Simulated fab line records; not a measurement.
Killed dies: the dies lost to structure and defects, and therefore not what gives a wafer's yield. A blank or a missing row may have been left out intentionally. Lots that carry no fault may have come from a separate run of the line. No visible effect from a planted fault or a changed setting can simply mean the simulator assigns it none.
fab line records	flow berkeleyCmos170
[record] lots = 13	wafers = 37	lastDay = 11
route steps=331 shown NWELL@29 FIELD@96 V1@254 M3@326
lots that met no fault: from a run of the same line without faults
startH: start of the lot's first displayed wafer, in hours after the record's first day	waitH: hours from the lot's prior step to this one	" identical to the entry in the row above	L1.1+2: one row covering several wafers at once	- either no value or no given start	* or withheld: withheld	< > ~ a bound
route shown NAME@n: a module of which the file shows steps, and the number in the route of the first	usual: mean/standard deviation of fault-free wafers	same: alike in all rows	chamber/n: place in a boat	sites: readings site by site	_std_site: standard deviation across them	_edge_site: inner sites' mean taken away from outer sites' mean	radiusMm: how far each site lies from the wafer's centre	mask NAME#n: copy n	behind: the most recent tool/chamber to have shaped the wafer	hold: cause of the lot's hold/its duration in hours/its outcome	device: which transistor (n, p or np) failed to switch	end of line: the same wafers' tests at the end of the route	a step without rows: its recipe alone	killed: count of dies lost to structure and defects at first sort (not the wafer's yield)	map: the dies of a wafer, with x for killed, . for not killed, _ for no die there
set.NAME: the setting the step ran with; set.NAME@STEP: the setting that earlier step ran with	model.NAME: the simulator's own value behind a step, which no gauge read
one table for each step of the route and one row for each wafer, over a sample of lots
services: a tool's chamber out of use, with start hour (startH, from the record's first day; less than 0 if before it), hours out, and reason
[[steps]]
[step UCB170_NWELL_STRIP_15]
[recipe] chemistry = O2	powerW = 400	pressureMtorr = 3500	platenTempC = withheld	o2FlowSccm = 400	overashFraction = 0.5
[usual] drypumpMotorCurrentA = 5.57/0.29	oesProductAu = 0.721/0.0046	stripTimeToEndpointS = 18.07/0.099
lot.wafer	tool	chamber	startH	waitH	drypumpMotorCurrentA	oesProductAu	rfHoursCounterH	stripTimeToEndpointS
L475.1	plasmaAsher-04	0	27.53	0.1	5.45	0.723	30	17.96
L475.2	"	1	"	"	5.37	0.714	30	18.16
L475.6	"	1	"	"	5.36	0.722	-	18.06
L476.1	plasmaAsher-04	1	36.62	0.1	5.38	0.723	31	18.07
L476.2	"	0	"	"	5.44	0.725	31	18.01
L476.4	"	1	"	"	5.38	0.717	-	18.13
L477.1	plasmaAsher-03	1	43.31	0.1	5.12	0.719	24	17.91
L477.2	"	0	"	"	5.86	0.718	24	18.06
L477.3	"	0	"	"	5.89	0.724	-	18.23
L478.2	plasmaAsher-04	1	43.61	0.1	5.38	0.727	32	18.21
L478.5	"	0	"	"	5.46	0.730	-	18.00
L478.6	"	1	"	"	5.36	0.715	-	18.15
L479.1	plasmaAsher-04	0	57.00	0.1	5.47	0.718	34	17.98
L479.4	"	1	"	"	5.38	0.724	-	18.07
L479.6	"	1	"	"	5.38	0.723	-	18.10
L480.3	plasmaAsher-04	1	60.93	0.1	5.37	0.720	-	18.09
L480.4	"	0	"	"	5.45	0.721	-	18.15
L480.6	"	0	"	"	5.45	0.718	-	18.09
L481.1	plasmaAsher-04	1	66.90	0.1	5.36	0.714	35	18.07
L481.5	"	0	"	"	5.44	0.719	-	18.08
L481.6	"	1	"	"	5.39	0.718	-	18.17
L484.1	plasmaAsher-02	1	74.62	0.1	5.99	0.710	35	18.19
L484.2	"	0	"	"	5.88	0.715	35	18.35
L484.6	"	1	"	"	5.98	0.720	-	18.13
L488.3	plasmaAsher-03	1	99.02	0.1	5.19	0.726	-	18.14
L493.2	plasmaAsher-02	1	125.01	0.1	5.99	0.725	41	18.06
L493.3	"	0	"	"	5.86	0.711	-	17.96
L493.4	"	1	"	"	5.96	0.720	-	17.88
L495.2	plasmaAsher-04	1	129.32	0.1	5.38	0.727	1	17.98
L495.4	"	0	"	"	5.45	0.719	-	18.04
L495.6	"	0	"	"	5.44	0.721	-	18.00
L497.3	plasmaAsher-02	0	137.09	0.1	5.89	0.724	-	18.07
L497.4	"	1	"	"	6.04	0.722	-	18.07
L497.6	"	1	"	"	6.00	0.715	-	18.24
L498.1	plasmaAsher-02	0	145.61	0.1	5.90	0.724	44	17.93
L498.3	"	1	"	"	6.04	0.723	-	17.96
L498.4	"	0	"	"	5.86	0.716	-	17.91
[step UCB170_FIELD_THK_MEAS_90]
[recipe] reads = SiO2_of_FIELD_OXIDATION_01
[usual] FIELD_OXIDE_LEFT_1_THK = 445/10
lot.wafer	tool	chamber	startH	waitH	FIELD_OXIDE_LEFT_1_THK[nm]
L475.1	filmMetro-03	-	91.87	0.0	446
L475.2	"	-	"	"	455
L475.6	"	-	"	"	439
L476.1	filmMetro-04	-	97.70	0.0	438
L476.2	"	-	"	"	432
L476.4	"	-	"	"	439
L477.1	filmMetro-04	-	108.78	0.0	441
L477.2	"	-	"	"	453
L477.3	"	-	"	"	441
L478.2	filmMetro-03	-	108.79	0.0	420
L478.5	"	-	"	"	432
L478.6	"	-	"	"	421
L479.1	filmMetro-04	-	121.88	0.0	448
L479.4	"	-	"	"	438
L479.6	"	-	"	"	435
L480.3	filmMetro-03	-	121.90	0.0	456
L480.4	"	-	"	"	454
L480.6	"	-	"	"	449
L481.1	filmMetro-03	-	133.16	0.0	449
L481.5	"	-	"	"	430
L481.6	"	-	"	"	443
L484.1	filmMetro-01	-	133.16	0.0	435
L484.2	"	-	"	"	442
L484.6	"	-	"	"	445
L488.3	filmMetro-04	-	160.28	0.0	457
L493.2	filmMetro-04	-	186.06	0.0	444
L493.3	"	-	"	"	452
L493.4	"	-	"	"	454
L495.2	filmMetro-03	-	186.06	0.0	439
L495.4	"	-	"	"	441
L495.6	"	-	"	"	436
L497.3	filmMetro-04	-	197.86	0.0	436
L497.4	"	-	"	"	432
L497.6	"	-	"	"	438
L498.1	filmMetro-03	-	209.09	0.0	450
L498.3	"	-	"	"	440
L498.4	"	-	"	"	448
[step UCB170_V1_CVD_00]
[recipe] material = SiO2	targetThkNm = 2000	tempC = 390	precursor = TEOS/O2	timeS = 260.8	rfW = 550	pressureMtorr = 9000
[usual] heaterPowerW = 252/50	pressureMtorr = 9001/17
lot.wafer	tool	chamber	startH	waitH	heaterPowerW	pressureMtorr
L475.1	pecvd-01	0	146.35	0.0	224	8994
L475.2	"	1	"	"	265	9010
L475.6	"	1	"	"	317	8991
L476.1	pecvd-02	1	149.42	0.0	307	9001
L476.2	"	0	"	"	246	8994
L476.4	"	1	"	"	221	9000
L477.1	pecvd-01	0	165.63	0.0	258	8957
L477.2	"	1	"	"	304	8996
L477.3	"	2	"	"	188	8973
L478.2	pecvd-02	2	165.63	0.0	313	9000
L478.5	"	1	"	"	226	9008
L478.6	"	2	"	"	370	9003
L479.1	pecvd-02	2	176.08	0.0	345	8999
L479.4	"	0	"	"	259	8985
L479.6	"	2	"	"	263	8960
L480.3	pecvd-03	1	176.08	0.0	210	9015
L480.4	"	1	"	"	161	8992
L480.6	"	2	"	"	213	8966
L481.1	pecvd-02	0	188.21	0.0	207	8997
L481.5	"	0	"	"	261	8989
L481.6	"	1	"	"	307	9005
L484.1	pecvd-03	0	192.36	0.0	338	8985
L484.2	"	1	"	"	232	9024
L484.6	"	1	"	"	158	8993
L488.3	pecvd-02	2	223.58	0.0	364	8994
L495.2	pecvd-03	1	242.72	0.0	218	8993
L495.4	"	0	"	"	248	9019
L495.6	"	1	"	"	159	8975
L493.2	pecvd-03	1	242.87	0.2	215	9000
L493.3	"	0	"	"	279	9022
L493.4	"	0	"	"	344	8995
L497.3	pecvd-01	0	254.03	0.0	238	9003
L497.4	"	0	"	"	179	9027
L497.6	"	1	"	"	326	9016
L498.1	pecvd-03	1	259.30	0.0	176	8997
L498.3	"	0	"	"	308	9021
L498.4	"	2	"	"	290	9002
[step UCB170_V1_THK_MEAS_01]
[recipe] reads = SiO2_of_V1_CVD_00
[usual] V1_TEOS_THK = 2087/26
lot.wafer	tool	chamber	startH	waitH	hold	V1_TEOS_THK[nm]
L475.1	filmMetro-04	-	146.50	0.1	-	2082
L475.2	"	-	"	"	-	2049
L475.6	"	-	"	"	-	2066
L476.1	filmMetro-04	-	149.57	0.1	-	2064
L476.2	"	-	"	"	-	2074
L476.4	"	-	"	"	-	2073
L477.1	filmMetro-02	-	165.79	0.1	-	2106
L477.2	"	-	"	"	-	2063
L477.3	"	-	"	"	-	2107
L478.2	filmMetro-01	-	165.80	0.1	-	2062
L478.5	"	-	"	"	-	2120
L478.6	"	-	"	"	-	2098
L479.1	filmMetro-04	-	176.23	0.1	-	2061
L479.4	"	-	"	"	-	2118
L479.6	"	-	"	"	-	2098
L480.3	filmMetro-02	-	176.25	0.1	-	2099
L480.4	"	-	"	"	-	2143
L480.6	"	-	"	"	-	2147
L481.1	filmMetro-01	-	188.37	0.1	-	2067
L481.5	"	-	"	"	-	2121
L481.6	"	-	"	"	-	2102
L484.1	filmMetro-04	-	192.52	0.1	-	2076
L484.2	"	-	"	"	-	2066
L484.6	"	-	"	"	-	2091
L488.3	filmMetro-04	-	223.76	0.1	awaitDispo/0.2h/release	1796
L488.3	filmMetro-04	-	223.98	0.2	-	1797
L495.2	filmMetro-04	-	242.88	0.1	-	2062
L495.4	"	-	"	"	-	2102
L495.6	"	-	"	"	-	2078
L493.2	filmMetro-01	-	243.04	0.1	-	2088
L493.3	"	-	"	"	-	2097
L493.4	"	-	"	"	-	2122
L497.3	filmMetro-01	-	254.21	0.1	-	2068
L497.4	"	-	"	"	-	2088
L497.6	"	-	"	"	-	2075
L498.1	filmMetro-01	-	259.45	0.1	-	2048
L498.3	"	-	"	"	-	2060
L498.4	"	-	"	"	-	2083
[step UCB170_V1_THK_MEAS_04]
[recipe] reads = SiO2_of_V1_CVD_00
[usual] V1_POLISHED_THK = 999.6/1.2
lot.wafer	tool	chamber	startH	waitH	hold	V1_POLISHED_THK[nm]
L475.1	filmMetro-02	-	146.98	0.1	-	1000.8
L475.2	"	-	"	"	-	999.7
L475.6	"	-	"	"	-	999.8
L476.1	filmMetro-02	-	150.05	0.1	-	999.7
L476.2	"	-	"	"	-	999.7
L476.4	"	-	"	"	-	1001.7
L478.2	filmMetro-01	-	166.28	0.1	-	999.4
L478.5	"	-	"	"	-	1000.9
L478.6	"	-	"	"	-	998.9
L477.1	filmMetro-02	-	166.57	0.1	-	1001.7
L477.2	"	-	"	"	-	1001.1
L477.3	"	-	"	"	-	999.6
L479.1	filmMetro-01	-	176.71	0.1	-	998.3
L479.4	"	-	"	"	-	998.6
L479.6	"	-	"	"	-	1000.2
L480.3	filmMetro-04	-	176.73	0.1	-	998.9
L480.4	"	-	"	"	-	999.7
L480.6	"	-	"	"	-	1000.8
L481.1	filmMetro-01	-	188.85	0.1	-	998.5
L481.5	"	-	"	"	-	999.1
L481.6	"	-	"	"	-	998.7
L484.1	filmMetro-02	-	193.00	0.1	-	999.5
L484.2	"	-	"	"	-	998.0
L484.6	"	-	"	"	-	1000.3
L488.3	filmMetro-02	-	227.52	0.1	awaitDispo/0.2h/release	760.3
L488.3	filmMetro-02	-	227.75	0.2	-	759.8
L495.2	filmMetro-04	-	243.36	0.1	-	1000.9
L495.4	"	-	"	"	-	999.0
L495.6	"	-	"	"	-	1000.0
L493.2	filmMetro-04	-	243.66	0.1	-	998.1
L493.3	"	-	"	"	-	999.4
L493.4	"	-	"	"	-	999.9
L497.3	filmMetro-04	-	254.69	0.1	-	1000.3
L497.4	"	-	"	"	-	998.1
L497.6	"	-	"	"	-	999.0
L498.1	filmMetro-04	-	259.93	0.1	-	999.8
L498.3	"	-	"	"	-	1000.7
L498.4	"	-	"	"	-	998.2
[step UCB170_V1_ETCH_14]
[recipe] chemistry = CHF3/CF4/Ar	target = SiO2	stopOn = Al	CHF3_flow_sccm = 45	cf4FlowSccm = 15	Ar_flow_sccm = 150	pressureMtorr = 200	rfW = 700	targetDepthA = 12500	overEtchFrac = 0.25	timeS = 291
[usual] drypumpMotorCurrentA = 5.7/0.41	oesProductAu = 0.873/0.011	throttleValvePct = 6.95/0.097
lot.wafer	tool	chamber	startH	waitH	drypumpMotorCurrentA	oesProductAu	rfHoursCounterH	throttleValvePct
L475.1	rieDiel-02	1	148.54	0.0	5.0	0.869	148	7.03
L475.2	"	0	"	"	5.6	0.868	18	7.07
L475.6	"	2	"	"	6.3	0.887	-	6.93
L476.1	rieDiel-04	3	152.85	0.0	6.4	0.871	111	6.91
L476.2	"	2	"	"	6.1	0.881	141	6.73
L476.4	"	1	"	"	5.7	0.887	0	6.92
L478.2	rieDiel-02	2	169.49	0.0	6.3	0.893	152	6.91
L478.5	"	1	"	"	5.0	0.867	-	7.03
L478.6	"	0	"	"	5.6	0.877	-	7.06
L477.1	rieDiel-04	1	169.61	0.0	5.7	0.887	1	6.93
L477.2	"	3	"	"	6.5	0.873	112	6.91
L477.3	"	2	"	"	6.1	0.873	142	6.75
L479.1	rieDiel-03	1	178.31	0.0	5.4	0.870	15	6.94
L479.4	"	0	"	"	5.7	0.882	8	7.11
L479.6	"	3	"	"	6.0	0.874	-	6.82
L480.3	rieDiel-02	1	178.54	0.0	5.0	0.864	150	7.03
L480.4	"	1	"	"	5.0	0.861	-	7.04
L480.6	"	0	"	"	5.6	0.875	-	7.08
L481.1	rieDiel-04	1	190.08	0.0	5.6	0.887	2	6.93
L481.5	"	3	"	"	6.4	0.869	-	6.91
L481.6	"	0	"	"	5.4	0.849	-	6.95
L484.1	rieDiel-04	1	196.22	0.0	5.7	0.886	2	6.92
L484.2	"	3	"	"	6.4	0.861	113	6.91
L484.6	"	0	"	"	5.5	0.858	-	6.93
L488.3	rieDiel-04	1	233.74	0.0	5.7	0.768	4	6.93
L495.2	rieDiel-04	1	245.51	0.0	5.7	0.892	5	6.93
L495.4	"	0	"	"	5.5	0.859	-	6.93
L495.6	"	3	"	"	6.4	0.861	-	6.89
L493.2	rieDiel-02	2	245.78	0.0	6.3	0.858	2	6.92
L493.3	"	3	"	"	5.7	0.878	72	7.01
L493.4	"	1	"	"	5.0	0.877	0	7.03
L497.3	rieDiel-02	3	258.43	0.0	5.7	0.881	73	6.99
L497.4	"	0	"	"	5.6	0.877	25	7.08
L497.6	"	0	"	"	5.6	0.877	-	7.08
L498.1	rieDiel-02	1	262.43	0.0	5.0	0.873	2	7.03
L498.3	"	0	"	"	5.6	0.873	25	7.07
L498.4	"	3	"	"	5.8	0.889	73	7.00
[step UCB170_M3_ETCH_17]
[recipe] chemistry = N2/H2	targetDepthA = withheld	overetchA = withheld	target = BARC	timeS = withheld	sourceW = 500	biasW = 100	pressureMtorr = 30.71	n2FlowSccm = 100	h2FlowSccm = 200
[usual] drypumpMotorCurrentA = 5.7/0.32	oesProductAu = 0.998/0.018	throttleValvePct = 13.13/0.19
lot.wafer	tool	chamber	startH	waitH	drypumpMotorCurrentA	oesProductAu	throttleValvePct
L475.1	rieDiel-02	2	161.21	0.0	6.3	1.019	13.12
L475.2	"	1	"	"	5.0	1.016	13.14
L475.6	"	1	"	"	5.0	1.015	13.12
L476.1	rieDiel-01	3	162.97	0.0	6.0	0.962	13.16
L476.2	"	0	"	"	4.9	1.020	13.00
L476.4	"	2	"	"	5.6	0.987	13.51
L478.2	rieDiel-01	1	179.25	0.0	5.7	1.020	12.99
L478.5	"	0	"	"	4.9	1.031	13.01
L478.6	"	1	"	"	5.7	1.023	12.99
L477.1	rieDiel-03	3	179.52	0.0	6.0	0.969	12.89
L477.2	"	1	"	"	5.4	1.001	13.03
L477.3	"	0	"	"	5.6	1.007	13.36
L479.1	rieDiel-02	0	186.72	0.0	5.6	0.998	13.30
L479.4	"	3	"	"	5.8	0.999	13.13
L479.6	"	1	"	"	5.0	1.022	13.13
L480.3	rieDiel-01	1	187.24	0.0	5.7	1.003	12.97
L480.4	"	3	"	"	6.0	0.961	13.18
L480.6	"	2	"	"	5.6	0.990	13.49
L481.1	rieDiel-03	0	199.58	0.0	5.7	1.020	13.35
L481.5	"	1	"	"	5.4	0.994	13.05
L481.6	"	2	"	"	5.5	1.023	12.87
L484.1	rieDiel-03	1	204.45	0.0	5.4	1.003	13.03
L484.2	"	0	"	"	5.6	1.024	13.34
L484.6	"	2	"	"	5.6	1.022	12.89
L488.3	rieDiel-03	1	244.89	0.0	5.4	1.003	13.04
L495.2	rieDiel-03	3	257.81	0.0	6.0	0.987	12.89
L495.4	"	0	"	"	5.6	1.015	13.35
L495.6	"	0	"	"	5.6	1.005	13.35
L493.2	rieDiel-01	2	258.81	0.0	5.6	0.987	13.50
L493.3	"	1	"	"	5.7	1.020	12.98
L493.4	"	1	"	"	5.7	1.002	13.00
L497.3	rieDiel-03	0	267.95	0.0	5.6	1.008	13.35
L497.4	"	3	"	"	6.0	0.982	12.90
L497.6	"	2	"	"	5.6	1.017	12.88
L498.1	rieDiel-02	0	271.21	0.0	5.6	0.989	13.31
L498.3	"	2	"	"	6.4	0.979	13.07
L498.4	"	3	"	"	5.8	0.994	13.14
[[services]]
tool	chamber	startH	hours	kind
plasmaAsher-02	-	5.30	0.8	repair
pecvd-02	-	14.50	14.0	pm
pecvd-02	2	27.81	22.8	repair
rieDiel-03	1	42.38	5.5	repair
rieDiel-02	2	58.80	6.2	repair
rieDiel-04	2	97.62	3.7	repair
plasmaAsher-04	-	108.75	9.0	pm
plasmaAsher-04	-	123.07	2.8	pm
rieDiel-03	3	127.14	6.2	repair
pecvd-03	-	132.35	0.9	repair
plasmaAsher-04	-	132.69	1.2	repair
rieDiel-04	1	132.81	3.4	repair
rieDiel-04	-	134.90	0.2	repair
pecvd-03	-	135.50	14.0	pm
pecvd-03	2	156.42	3.7	repair
pecvd-03	-	184.38	1.7	repair
rieDiel-02	1	205.29	5.3	repair
pecvd-02	0	227.39	3.9	repair
rieDiel-03	2	233.33	3.2	repair
pecvd-02	1	239.87	1.8	repair
rieDiel-04	2	245.35	12.3	repair
rieDiel-04	1	250.99	5.5	repair
rieDiel-04	1	257.15	7.0	repair
rieDiel-03	-	261.70	2.8	pm
[[key]]
[firstSign] step = UCB170_V1_THK_MEAS_01	reading = visit	direction = added
[effect] step = UCB170_V1_THK_MEAS_01	reading = V1_TEOS_THK	direction = down	sigmas = 11	usual = 2087	struck = 1796
[effect] step = UCB170_V1_THK_MEAS_04	reading = visit	direction = added
[effect] step = UCB170_V1_THK_MEAS_04	reading = V1_POLISHED_THK	direction = down	sigmas = 99+	usual = 999.6	struck = 760.3
[effect] step = UCB170_V1_ETCH_14	reading = oesProductAu	direction = down	sigmas = 9.9	usual = 0.873	struck = 0.768
metAt UCB170_V1_CVD_00
struckLots L488
struckWafers L488.3
sortLeftOut L488.3
notActingAt UCB170_NWELL_STRIP_15,UCB170_FIELD_THK_MEAS_90,UCB170_M3_ETCH_17
onsetBetween 176.08 223.58
[fault] kind = siteProfileDrift	tool = pecvd-02	chamber = 2	onsetH = 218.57	steps = UCB170_V1_CVD_00	basis = fraction	maxAbsDrift = 0.26342	slopeSharePerHr = 58.537	sitePattern = 0,0,0,0,0,-1,-1,-1,-1
// sortLeftOut: the simulated sort isn't trusted on such a fault, so these wafers' sort isn't shown, and their yield isn't known
